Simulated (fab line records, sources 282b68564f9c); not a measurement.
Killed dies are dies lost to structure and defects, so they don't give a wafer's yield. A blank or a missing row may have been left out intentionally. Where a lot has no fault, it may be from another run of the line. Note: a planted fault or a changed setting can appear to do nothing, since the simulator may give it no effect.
fab line records :: flow rit_cmos
record
  lots=14
  wafers=42
  last_day=7
route steps=202 shown PWELL@47 M1@202
lots untouched by any fault: they come from a run of this same line in which no faults occurred
start_h: hours from the record's opening day to when the first of the lot's shown wafers began :: wait_h: how many hours have passed since the lot's step before this one :: " unchanged from the row above :: L1.1+2: a single row standing in for several wafers :: - value missing, or start not given :: * or withheld: withheld :: < > ~ a bound
route shown NAME@n: a module of which the file shows steps, and the number in the route of the first :: usual: mean and standard deviation over wafers with no fault :: same: alike in all rows :: chamber/n: place in a boat :: sites: readings site by site :: _std_site: standard deviation of those values :: _edge_site: inner sites' mean taken away from outer sites' mean :: radius_mm: how far each site lies from the wafer's centre :: mask NAME#n: copy n :: behind: the last tool/chamber to shape the wafer :: hold: cause of the lot's hold/its duration in hours/its outcome :: device: whichever transistor did not switch (one of n, p or np) :: end of line: the route-end tests of the same wafers :: for a step that has no rows: nothing shown but its recipe :: killed: count of dies lost to structure and defects at first sort (not the wafer's yield) :: map: per-die view of a wafer (x killed, . not killed, _ where there is no die)
set.NAME: the run value of the setting; set.NAME@STEP: its run value at that earlier step :: model.NAME: the simulator's own value behind a step, which no gauge read
one table for each step of the route and one row for each wafer, over a sample of lots
services: a tool's chamber out of use, with start hour (start_h, from the record's first day; less than 0 if before it), hours out, and reason
## steps
# step RIT_PWELL_IMPLANT_08
# recipe
  species=B
  energy_kev=170
  dose_cm2=7e+13
  tilt_deg=7
# usual
  beam_on_s=9.98/0.19
  dose_ions_cm2=6.999e+13/7.2e+10
  faraday_current_uA=222/4.2
lot.wafer: L155.1
tool: implanter-03
chamber: 0
start_h: 22.76
wait_h: 0.2
beam_on_s: 9.94
dose_ions_cm2: 7.009e+13
faraday_current_uA: 224

lot.wafer: L155.2
tool: implanter-03
chamber: 0
start_h: 22.76
wait_h: 0.2
beam_on_s: 10.04
dose_ions_cm2: 6.999e+13
faraday_current_uA: 221

lot.wafer: L155.5
tool: implanter-03
chamber: 0
start_h: 22.76
wait_h: 0.2
beam_on_s: 10.02
dose_ions_cm2: 7.011e+13
faraday_current_uA: 221

lot.wafer: L156.1
tool: implanter-04
chamber: 0
start_h: 27.53
wait_h: 0.2
beam_on_s: 9.69
dose_ions_cm2: 7.007e+13
faraday_current_uA: 229

lot.wafer: L156.3
tool: implanter-04
chamber: 0
start_h: 27.53
wait_h: 0.2
beam_on_s: 9.87
dose_ions_cm2: 7.004e+13
faraday_current_uA: 225

lot.wafer: L156.4
tool: implanter-04
chamber: 0
start_h: 27.53
wait_h: 0.2
beam_on_s: 9.79
dose_ions_cm2: 7e+13
faraday_current_uA: 226

lot.wafer: L157.2
tool: implanter-04
chamber: 0
start_h: 33.89
wait_h: 0.2
beam_on_s: 9.87
dose_ions_cm2: 6.998e+13
faraday_current_uA: 225

lot.wafer: L157.3
tool: implanter-04
chamber: 0
start_h: 33.89
wait_h: 0.2
beam_on_s: 9.82
dose_ions_cm2: 6.998e+13
faraday_current_uA: 225

lot.wafer: L157.5
tool: implanter-04
chamber: 0
start_h: 33.89
wait_h: 0.2
beam_on_s: 9.81
dose_ions_cm2: 6.997e+13
faraday_current_uA: 227

lot.wafer: L158.4
tool: implanter-02
chamber: 0
start_h: 37.18
wait_h: 0.2
beam_on_s: 9.88
dose_ions_cm2: 7.001e+13
faraday_current_uA: 224

lot.wafer: L158.5
tool: implanter-02
chamber: 0
start_h: 37.18
wait_h: 0.2
beam_on_s: 10.17
dose_ions_cm2: 6.99e+13
faraday_current_uA: 218

lot.wafer: L158.6
tool: implanter-02
chamber: 0
start_h: 37.18
wait_h: 0.2
beam_on_s: 9.90
dose_ions_cm2: 6.995e+13
faraday_current_uA: 224

lot.wafer: L159.3
tool: implanter-04
chamber: 0
start_h: 43.43
wait_h: 0.2
beam_on_s: 10.12
dose_ions_cm2: 6.999e+13
faraday_current_uA: 219

lot.wafer: L159.4
tool: implanter-04
chamber: 0
start_h: 43.43
wait_h: 0.2
beam_on_s: 9.91
dose_ions_cm2: 7.005e+13
faraday_current_uA: 225

lot.wafer: L159.5
tool: implanter-04
chamber: 0
start_h: 43.43
wait_h: 0.2
beam_on_s: 10.00
dose_ions_cm2: 7.011e+13
faraday_current_uA: 222

lot.wafer: L160.1
tool: implanter-03
chamber: 0
start_h: 47.82
wait_h: 0.2
beam_on_s: 10.08
dose_ions_cm2: 6.998e+13
faraday_current_uA: 221

lot.wafer: L160.3
tool: implanter-03
chamber: 0
start_h: 47.82
wait_h: 0.2
beam_on_s: 10.25
dose_ions_cm2: 6.993e+13
faraday_current_uA: 216

lot.wafer: L160.5
tool: implanter-03
chamber: 0
start_h: 47.82
wait_h: 0.2
beam_on_s: 9.95
dose_ions_cm2: 6.994e+13
faraday_current_uA: 222

lot.wafer: L162.3
tool: implanter-04
chamber: 0
start_h: 57.37
wait_h: 0.2
beam_on_s: 10.02
dose_ions_cm2: 7.017e+13
faraday_current_uA: 221

lot.wafer: L162.4
tool: implanter-04
chamber: 0
start_h: 57.37
wait_h: 0.2
beam_on_s: 10.25
dose_ions_cm2: 7.001e+13
faraday_current_uA: 218

lot.wafer: L162.5
tool: implanter-04
chamber: 0
start_h: 57.37
wait_h: 0.2
beam_on_s: 10.29
dose_ions_cm2: 7.001e+13
faraday_current_uA: 215

lot.wafer: L163.1
tool: implanter-04
chamber: 0
start_h: 62.97
wait_h: 0.2
beam_on_s: 10.03
dose_ions_cm2: 6.994e+13
faraday_current_uA: 221

lot.wafer: L163.2
tool: implanter-04
chamber: 0
start_h: 62.97
wait_h: 0.2
beam_on_s: 9.76
dose_ions_cm2: 7.002e+13
faraday_current_uA: 227

lot.wafer: L163.5
tool: implanter-04
chamber: 0
start_h: 62.97
wait_h: 0.2
beam_on_s: 10.04
dose_ions_cm2: 7.004e+13
faraday_current_uA: 220

lot.wafer: L165.1
tool: implanter-04
chamber: 0
start_h: 72.27
wait_h: 0.2
beam_on_s: 10.56
dose_ions_cm2: 6.998e+13
faraday_current_uA: 210

lot.wafer: L165.2
tool: implanter-04
chamber: 0
start_h: 72.27
wait_h: 0.2
beam_on_s: 10.16
dose_ions_cm2: 6.992e+13
faraday_current_uA: 218

lot.wafer: L165.5
tool: implanter-04
chamber: 0
start_h: 72.27
wait_h: 0.2
beam_on_s: 10.13
dose_ions_cm2: 7.008e+13
faraday_current_uA: 218

lot.wafer: L169.1
tool: implanter-03
chamber: 0
start_h: 92.21
wait_h: 0.2
beam_on_s: 8.88
dose_ions_cm2: 6.991e+13
faraday_current_uA: 248

lot.wafer: L169.3
tool: implanter-03
chamber: 0
start_h: 92.21
wait_h: 0.2
beam_on_s: 8.70
dose_ions_cm2: 7.01e+13
faraday_current_uA: 256

lot.wafer: L169.4
tool: implanter-03
chamber: 0
start_h: 92.21
wait_h: 0.2
beam_on_s: 9.10
dose_ions_cm2: 6.994e+13
faraday_current_uA: 244

lot.wafer: L171.2
tool: implanter-03
chamber: 0
start_h: 102.26
wait_h: 0.2
beam_on_s: 8.77
dose_ions_cm2: 7.001e+13
faraday_current_uA: 253

lot.wafer: L171.3
tool: implanter-03
chamber: 0
start_h: 102.26
wait_h: 0.2
beam_on_s: 8.95
dose_ions_cm2: 7.003e+13
faraday_current_uA: 248

lot.wafer: L171.4
tool: implanter-03
chamber: 0
start_h: 102.26
wait_h: 0.2
beam_on_s: 8.86
dose_ions_cm2: 7.001e+13
faraday_current_uA: 252

lot.wafer: L173.1
tool: implanter-04
chamber: 0
start_h: 113.51
wait_h: 0.2
beam_on_s: 10.13
dose_ions_cm2: 6.988e+13
faraday_current_uA: 219

lot.wafer: L173.5
tool: implanter-04
chamber: 0
start_h: 113.51
wait_h: 0.2
beam_on_s: 9.86
dose_ions_cm2: 6.993e+13
faraday_current_uA: 226

lot.wafer: L173.6
tool: implanter-04
chamber: 0
start_h: 113.51
wait_h: 0.2
beam_on_s: 9.93
dose_ions_cm2: 7.003e+13
faraday_current_uA: 224

lot.wafer: L175.1
tool: implanter-04
chamber: 0
start_h: 122.09
wait_h: 0.2
beam_on_s: 10.28
dose_ions_cm2: 6.997e+13
faraday_current_uA: 216

lot.wafer: L175.2
tool: implanter-04
chamber: 0
start_h: 122.09
wait_h: 0.2
beam_on_s: 9.86
dose_ions_cm2: 6.981e+13
faraday_current_uA: 226

lot.wafer: L175.4
tool: implanter-04
chamber: 0
start_h: 122.09
wait_h: 0.2
beam_on_s: 9.65
dose_ions_cm2: 6.993e+13
faraday_current_uA: 230

lot.wafer: L177.2
tool: implanter-04
chamber: 0
start_h: 136.19
wait_h: 0.2
beam_on_s: 10.04
dose_ions_cm2: 7e+13
faraday_current_uA: 222

lot.wafer: L177.3
tool: implanter-04
chamber: 0
start_h: 136.19
wait_h: 0.2
beam_on_s: 10.09
dose_ions_cm2: 7.001e+13
faraday_current_uA: 220

lot.wafer: L177.6
tool: implanter-04
chamber: 0
start_h: 136.19
wait_h: 0.2
beam_on_s: 10.36
dose_ions_cm2: 6.999e+13
faraday_current_uA: 215
# step RIT_PWELL_TW_MEAS_10
# usual
  PWELL_TW=954/5.4
lot.wafer: L155.1
tool: film_metro-04
chamber: -
start_h: 23.08
wait_h: 0.1
hold: -
PWELL_TW: 955

lot.wafer: L155.2
tool: film_metro-04
chamber: -
start_h: 23.08
wait_h: 0.1
hold: -
PWELL_TW: 954

lot.wafer: L155.5
tool: film_metro-04
chamber: -
start_h: 23.08
wait_h: 0.1
hold: -
PWELL_TW: 954

lot.wafer: L156.1
tool: film_metro-02
chamber: -
start_h: 27.85
wait_h: 0.1
hold: -
PWELL_TW: 961

lot.wafer: L156.3
tool: film_metro-02
chamber: -
start_h: 27.85
wait_h: 0.1
hold: -
PWELL_TW: 959

lot.wafer: L156.4
tool: film_metro-02
chamber: -
start_h: 27.85
wait_h: 0.1
hold: -
PWELL_TW: 962

lot.wafer: L157.2
tool: film_metro-04
chamber: -
start_h: 34.20
wait_h: 0.1
hold: -
PWELL_TW: 943

lot.wafer: L157.3
tool: film_metro-04
chamber: -
start_h: 34.20
wait_h: 0.1
hold: -
PWELL_TW: 948

lot.wafer: L157.5
tool: film_metro-04
chamber: -
start_h: 34.20
wait_h: 0.1
hold: -
PWELL_TW: 949

lot.wafer: L158.4
tool: film_metro-03
chamber: -
start_h: 37.46
wait_h: 0.1
hold: -
PWELL_TW: 952

lot.wafer: L158.5
tool: film_metro-03
chamber: -
start_h: 37.46
wait_h: 0.1
hold: -
PWELL_TW: 959

lot.wafer: L158.6
tool: film_metro-03
chamber: -
start_h: 37.46
wait_h: 0.1
hold: -
PWELL_TW: 957

lot.wafer: L159.3
tool: film_metro-03
chamber: -
start_h: 43.73
wait_h: 0.1
hold: -
PWELL_TW: 957

lot.wafer: L159.4
tool: film_metro-03
chamber: -
start_h: 43.73
wait_h: 0.1
hold: -
PWELL_TW: 952

lot.wafer: L159.5
tool: film_metro-03
chamber: -
start_h: 43.73
wait_h: 0.1
hold: -
PWELL_TW: 955

lot.wafer: L160.1
tool: film_metro-02
chamber: -
start_h: 48.15
wait_h: 0.1
hold: -
PWELL_TW: 957

lot.wafer: L160.3
tool: film_metro-02
chamber: -
start_h: 48.15
wait_h: 0.1
hold: -
PWELL_TW: 953

lot.wafer: L160.5
tool: film_metro-02
chamber: -
start_h: 48.15
wait_h: 0.1
hold: -
PWELL_TW: 957

lot.wafer: L162.3
tool: film_metro-03
chamber: -
start_h: 57.67
wait_h: 0.1
hold: -
PWELL_TW: 962

lot.wafer: L162.4
tool: film_metro-03
chamber: -
start_h: 57.67
wait_h: 0.1
hold: -
PWELL_TW: 963

lot.wafer: L162.5
tool: film_metro-03
chamber: -
start_h: 57.67
wait_h: 0.1
hold: -
PWELL_TW: 964

lot.wafer: L163.1
tool: film_metro-03
chamber: -
start_h: 63.30
wait_h: 0.1
hold: -
PWELL_TW: 957

lot.wafer: L163.2
tool: film_metro-03
chamber: -
start_h: 63.30
wait_h: 0.1
hold: -
PWELL_TW: 960

lot.wafer: L163.5
tool: film_metro-03
chamber: -
start_h: 63.30
wait_h: 0.1
hold: -
PWELL_TW: 964

lot.wafer: L165.1
tool: film_metro-02
chamber: -
start_h: 72.60
wait_h: 0.1
hold: -
PWELL_TW: 963

lot.wafer: L165.2
tool: film_metro-02
chamber: -
start_h: 72.60
wait_h: 0.1
hold: -
PWELL_TW: 952

lot.wafer: L165.5
tool: film_metro-02
chamber: -
start_h: 72.60
wait_h: 0.1
hold: -
PWELL_TW: 961

lot.wafer: L169.1
tool: film_metro-02
chamber: -
start_h: 92.54
wait_h: 0.1
hold: await_dispo/0.2h/release
PWELL_TW: 924

lot.wafer: L169.3
tool: film_metro-02
chamber: -
start_h: 92.54
wait_h: 0.1
hold: await_dispo/0.2h/release
PWELL_TW: 919

lot.wafer: L169.4
tool: film_metro-02
chamber: -
start_h: 92.54
wait_h: 0.1
hold: await_dispo/0.2h/release
PWELL_TW: 920

lot.wafer: L169.1
tool: film_metro-02
chamber: -
start_h: 92.76
wait_h: 0.2
hold: -
PWELL_TW: 919

lot.wafer: L169.3
tool: film_metro-02
chamber: -
start_h: 92.76
wait_h: 0.2
hold: -
PWELL_TW: 916

lot.wafer: L169.4
tool: film_metro-02
chamber: -
start_h: 92.76
wait_h: 0.2
hold: -
PWELL_TW: 921

lot.wafer: L171.2
tool: film_metro-02
chamber: -
start_h: 102.57
wait_h: 0.1
hold: await_dispo/0.2h/release
PWELL_TW: 925

lot.wafer: L171.3
tool: film_metro-02
chamber: -
start_h: 102.57
wait_h: 0.1
hold: await_dispo/0.2h/release
PWELL_TW: 920

lot.wafer: L171.4
tool: film_metro-02
chamber: -
start_h: 102.57
wait_h: 0.1
hold: await_dispo/0.2h/release
PWELL_TW: 924

lot.wafer: L171.2
tool: film_metro-02
chamber: -
start_h: 102.79
wait_h: 0.2
hold: -
PWELL_TW: 925

lot.wafer: L171.3
tool: film_metro-02
chamber: -
start_h: 102.79
wait_h: 0.2
hold: -
PWELL_TW: 921

lot.wafer: L171.4
tool: film_metro-02
chamber: -
start_h: 102.79
wait_h: 0.2
hold: -
PWELL_TW: 924

lot.wafer: L173.1
tool: film_metro-04
chamber: -
start_h: 113.84
wait_h: 0.1
hold: -
PWELL_TW: 946

lot.wafer: L173.5
tool: film_metro-04
chamber: -
start_h: 113.84
wait_h: 0.1
hold: -
PWELL_TW: 943

lot.wafer: L173.6
tool: film_metro-04
chamber: -
start_h: 113.84
wait_h: 0.1
hold: -
PWELL_TW: 948

lot.wafer: L175.1
tool: film_metro-04
chamber: -
start_h: 122.41
wait_h: 0.1
hold: -
PWELL_TW: 948

lot.wafer: L175.2
tool: film_metro-04
chamber: -
start_h: 122.41
wait_h: 0.1
hold: -
PWELL_TW: 948

lot.wafer: L175.4
tool: film_metro-04
chamber: -
start_h: 122.41
wait_h: 0.1
hold: -
PWELL_TW: 953

lot.wafer: L177.2
tool: film_metro-04
chamber: -
start_h: 136.50
wait_h: 0.1
hold: -
PWELL_TW: 952

lot.wafer: L177.3
tool: film_metro-04
chamber: -
start_h: 136.50
wait_h: 0.1
hold: -
PWELL_TW: 952

lot.wafer: L177.6
tool: film_metro-04
chamber: -
start_h: 136.50
wait_h: 0.1
hold: -
PWELL_TW: 951
# step RIT_WELLDRIVE_RS_MEAS_02
# recipe
  thk_meas_gauge=four-point-probe
# usual
  PWELL_RS=429.5/1.1
lot.wafer: L155.1
tool: film_metro-04
chamber: -
start_h: 28.35
wait_h: 0.1
hold: -
PWELL_RS[ohm/sq]: 430.0

lot.wafer: L155.2
tool: film_metro-04
chamber: -
start_h: 28.35
wait_h: 0.1
hold: -
PWELL_RS[ohm/sq]: 429.2

lot.wafer: L155.5
tool: film_metro-04
chamber: -
start_h: 28.35
wait_h: 0.1
hold: -
PWELL_RS[ohm/sq]: 429.7

lot.wafer: L156.1
tool: film_metro-03
chamber: -
start_h: 33.11
wait_h: 0.1
hold: -
PWELL_RS[ohm/sq]: 429.8

lot.wafer: L156.3
tool: film_metro-03
chamber: -
start_h: 33.11
wait_h: 0.1
hold: -
PWELL_RS[ohm/sq]: 429.8

lot.wafer: L156.4
tool: film_metro-03
chamber: -
start_h: 33.11
wait_h: 0.1
hold: -
PWELL_RS[ohm/sq]: 429.7

lot.wafer: L157.2
tool: film_metro-04
chamber: -
start_h: 39.48
wait_h: 0.1
hold: -
PWELL_RS[ohm/sq]: 429.8

lot.wafer: L157.3
tool: film_metro-04
chamber: -
start_h: 39.48
wait_h: 0.1
hold: -
PWELL_RS[ohm/sq]: 429.5

lot.wafer: L157.5
tool: film_metro-04
chamber: -
start_h: 39.48
wait_h: 0.1
hold: -
PWELL_RS[ohm/sq]: 430.0

lot.wafer: L158.4
tool: film_metro-02
chamber: -
start_h: 42.97
wait_h: 0.1
hold: -
PWELL_RS[ohm/sq]: 428.6

lot.wafer: L158.5
tool: film_metro-02
chamber: -
start_h: 42.97
wait_h: 0.1
hold: -
PWELL_RS[ohm/sq]: 430.5

lot.wafer: L158.6
tool: film_metro-02
chamber: -
start_h: 42.97
wait_h: 0.1
hold: -
PWELL_RS[ohm/sq]: 430.2

lot.wafer: L159.3
tool: film_metro-04
chamber: -
start_h: 49.01
wait_h: 0.1
hold: -
PWELL_RS[ohm/sq]: 430.5

lot.wafer: L159.4
tool: film_metro-04
chamber: -
start_h: 49.01
wait_h: 0.1
hold: -
PWELL_RS[ohm/sq]: 431.0

lot.wafer: L159.5
tool: film_metro-04
chamber: -
start_h: 49.01
wait_h: 0.1
hold: -
PWELL_RS[ohm/sq]: 429.9

lot.wafer: L160.1
tool: film_metro-04
chamber: -
start_h: 53.41
wait_h: 0.1
hold: -
PWELL_RS[ohm/sq]: 429.0

lot.wafer: L160.3
tool: film_metro-04
chamber: -
start_h: 53.41
wait_h: 0.1
hold: -
PWELL_RS[ohm/sq]: 427.9

lot.wafer: L160.5
tool: film_metro-04
chamber: -
start_h: 53.41
wait_h: 0.1
hold: -
PWELL_RS[ohm/sq]: 429.2

lot.wafer: L162.3
tool: film_metro-04
chamber: -
start_h: 62.95
wait_h: 0.1
hold: -
PWELL_RS[ohm/sq]: 431.9

lot.wafer: L162.4
tool: film_metro-04
chamber: -
start_h: 62.95
wait_h: 0.1
hold: -
PWELL_RS[ohm/sq]: 431.2

lot.wafer: L162.5
tool: film_metro-04
chamber: -
start_h: 62.95
wait_h: 0.1
hold: -
PWELL_RS[ohm/sq]: 431.2

lot.wafer: L163.1
tool: film_metro-03
chamber: -
start_h: 69.29
wait_h: 0.1
hold: -
PWELL_RS[ohm/sq]: 431.4

lot.wafer: L163.2
tool: film_metro-03
chamber: -
start_h: 69.29
wait_h: 0.1
hold: -
PWELL_RS[ohm/sq]: 430.2

lot.wafer: L163.5
tool: film_metro-03
chamber: -
start_h: 69.29
wait_h: 0.1
hold: -
PWELL_RS[ohm/sq]: 431.1

lot.wafer: L165.1
tool: film_metro-04
chamber: -
start_h: 79.22
wait_h: 0.1
hold: -
PWELL_RS[ohm/sq]: 428.5

lot.wafer: L165.2
tool: film_metro-04
chamber: -
start_h: 79.22
wait_h: 0.1
hold: -
PWELL_RS[ohm/sq]: 429.9

lot.wafer: L165.5
tool: film_metro-04
chamber: -
start_h: 79.22
wait_h: 0.1
hold: -
PWELL_RS[ohm/sq]: 429.8

lot.wafer: L169.1
tool: film_metro-03
chamber: -
start_h: 105.64
wait_h: 0.1
hold: await_dispo/0.2h/release
PWELL_RS[ohm/sq]: 461.1

lot.wafer: L169.3
tool: film_metro-03
chamber: -
start_h: 105.64
wait_h: 0.1
hold: await_dispo/0.2h/release
PWELL_RS[ohm/sq]: 463.1

lot.wafer: L169.4
tool: film_metro-03
chamber: -
start_h: 105.64
wait_h: 0.1
hold: await_dispo/0.2h/release
PWELL_RS[ohm/sq]: 461.0

lot.wafer: L169.1
tool: film_metro-03
chamber: -
start_h: 105.93
wait_h: 0.3
hold: -
PWELL_RS[ohm/sq]: 461.0

lot.wafer: L169.3
tool: film_metro-03
chamber: -
start_h: 105.93
wait_h: 0.3
hold: -
PWELL_RS[ohm/sq]: 462.6

lot.wafer: L169.4
tool: film_metro-03
chamber: -
start_h: 105.93
wait_h: 0.3
hold: -
PWELL_RS[ohm/sq]: 461.6

lot.wafer: L171.2
tool: film_metro-03
chamber: -
start_h: 111.52
wait_h: 0.1
hold: await_dispo/0.2h/release
PWELL_RS[ohm/sq]: 460.3

lot.wafer: L171.3
tool: film_metro-03
chamber: -
start_h: 111.52
wait_h: 0.1
hold: await_dispo/0.2h/release
PWELL_RS[ohm/sq]: 463.3

lot.wafer: L171.4
tool: film_metro-03
chamber: -
start_h: 111.52
wait_h: 0.1
hold: await_dispo/0.2h/release
PWELL_RS[ohm/sq]: 462.6

lot.wafer: L171.2
tool: film_metro-03
chamber: -
start_h: 111.81
wait_h: 0.3
hold: -
PWELL_RS[ohm/sq]: 460.8

lot.wafer: L171.3
tool: film_metro-03
chamber: -
start_h: 111.81
wait_h: 0.3
hold: -
PWELL_RS[ohm/sq]: 463.7

lot.wafer: L171.4
tool: film_metro-03
chamber: -
start_h: 111.81
wait_h: 0.3
hold: -
PWELL_RS[ohm/sq]: 462.7

lot.wafer: L173.1
tool: film_metro-02
chamber: -
start_h: 119.10
wait_h: 0.1
hold: -
PWELL_RS[ohm/sq]: 428.8

lot.wafer: L173.5
tool: film_metro-02
chamber: -
start_h: 119.10
wait_h: 0.1
hold: -
PWELL_RS[ohm/sq]: 429.2

lot.wafer: L173.6
tool: film_metro-02
chamber: -
start_h: 119.10
wait_h: 0.1
hold: -
PWELL_RS[ohm/sq]: 429.0

lot.wafer: L175.1
tool: film_metro-03
chamber: -
start_h: 127.68
wait_h: 0.1
hold: -
PWELL_RS[ohm/sq]: 428.6

lot.wafer: L175.2
tool: film_metro-03
chamber: -
start_h: 127.68
wait_h: 0.1
hold: -
PWELL_RS[ohm/sq]: 427.9

lot.wafer: L175.4
tool: film_metro-03
chamber: -
start_h: 127.68
wait_h: 0.1
hold: -
PWELL_RS[ohm/sq]: 429.0

lot.wafer: L177.2
tool: film_metro-03
chamber: -
start_h: 141.81
wait_h: 0.1
hold: -
PWELL_RS[ohm/sq]: 431.1

lot.wafer: L177.3
tool: film_metro-03
chamber: -
start_h: 141.81
wait_h: 0.1
hold: -
PWELL_RS[ohm/sq]: 429.2

lot.wafer: L177.6
tool: film_metro-03
chamber: -
start_h: 141.81
wait_h: 0.1
hold: -
PWELL_RS[ohm/sq]: 429.3
# step RIT_M1_PROBE_99
# usual
  killed_at_M0_to_M3=0.0/0.083
  killed_at_contacts=0.0/0.2
  killed_at_front_end=7/3.1
  killed_dies=7/3.1
  killed_open=3.5/1.9
  killed_short=3.6/2.1
# same
  gross_dies=264
  killed_at_M4_up=0
  killed_at_back_side=0
  killed_at_other=0
lot.wafer: L169.1
tool: prober-02
chamber: -
start_h: 140.98
wait_h: 0.1
killed_at_M0_to_M3: 0
killed_at_contacts: 0
killed_at_front_end: 2
killed_dies: 2
killed_open: 1
killed_short: 1

lot.wafer: L169.3
tool: prober-02
chamber: -
start_h: 141.08
wait_h: 0.2
killed_at_M0_to_M3: 0
killed_at_contacts: 0
killed_at_front_end: 5
killed_dies: 5
killed_open: 3
killed_short: 2

lot.wafer: L169.4
tool: prober-02
chamber: -
start_h: 141.13
wait_h: 0.2
killed_at_M0_to_M3: 0
killed_at_contacts: 0
killed_at_front_end: 2
killed_dies: 2
killed_open: 0
killed_short: 2

lot.wafer: L171.2
tool: prober-02
chamber: -
start_h: 146.01
wait_h: 0.1
killed_at_M0_to_M3: 0
killed_at_contacts: 0
killed_at_front_end: 4
killed_dies: 4
killed_open: 3
killed_short: 1

lot.wafer: L171.3
tool: prober-02
chamber: -
start_h: 146.06
wait_h: 0.2
killed_at_M0_to_M3: 0
killed_at_contacts: 0
killed_at_front_end: 5
killed_dies: 5
killed_open: 4
killed_short: 1

lot.wafer: L171.4
tool: prober-02
chamber: -
start_h: 146.11
wait_h: 0.2
killed_at_M0_to_M3: 0
killed_at_contacts: 0
killed_at_front_end: 5
killed_dies: 5
killed_open: 2
killed_short: 3
# killed by level:class
L169.1 GATE:geometric_particle:open=1 SPACER:geometric_particle:short=1
L169.3 SILICIDE:geometric_particle:open=2 FOX1:geometric_particle:open=1 GATE:geometric_particle:short=1 SPACER:geometric_particle:short=1
L169.4 FOX2:geometric_particle:short=1 GATE:geometric_particle:short=1
L171.2 GATE:geometric_particle:open=1 GATE:geometric_particle:short=1 REOX:geometric_particle:open=1 SPACER:geometric_particle:open=1
L171.3 FOX1:geometric_particle:open=1 FOX2:geometric_particle:open=1 REOX:geometric_particle:open=1 SILICIDE:geometric_particle:short=1 SILICIDE:geometric_particle:open=1
L171.4 FOX1:geometric_particle:open=2 REOX:geometric_particle:short=1 SPACER:geometric_particle:short=1 SILICIDE:geometric_particle:short=1
## services
tool: implanter-02
chamber: -
start_h: 67.03
hours: 3.9
kind: pm

tool: implanter-04
chamber: -
start_h: 76.94
hours: 5.0
kind: pm

tool: implanter-03
chamber: -
start_h: 123.40
hours: 1.6
kind: repair
## key
first_sign
  step=RIT_PWELL_IMPLANT_08
  reading=faraday_current_uA
  direction=up
  sigmas=6.6
  usual=222
  struck=250
effect
  step=RIT_PWELL_IMPLANT_08
  reading=beam_on_s
  direction=down
  sigmas=5.7
  usual=9.98
  struck=8.88
effect
  step=RIT_PWELL_TW_MEAS_10
  reading=visit
  direction=added
effect
  step=RIT_PWELL_TW_MEAS_10
  reading=PWELL_TW
  direction=down
  sigmas=5.9
  usual=954
  struck=922
effect
  step=RIT_WELLDRIVE_RS_MEAS_02
  reading=visit
  direction=added
effect
  step=RIT_WELLDRIVE_RS_MEAS_02
  reading=PWELL_RS
  direction=up
  sigmas=30
  usual=429.5
  struck=461.9
met_at RIT_PWELL_IMPLANT_08
struck_lots L169,L171
tester_left_out L169,L171
onset_between 47.82 92.21
fault
  kind=process_parameter_drift
  tool=implanter-03
  chamber=-
  onset_h=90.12
  steps=RIT_PWELL_IMPLANT_08
  channel=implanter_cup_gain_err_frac
  offset=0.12
  shape=step
  end_h=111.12
# tester_left_out: of these lots the tester's yield and bins aren't shown, on N5 and GAA mostly nor the transistor test; their killed dies are dies lost to structure and defects alone, not to doping, threshold or leakage, so they don't give the yield
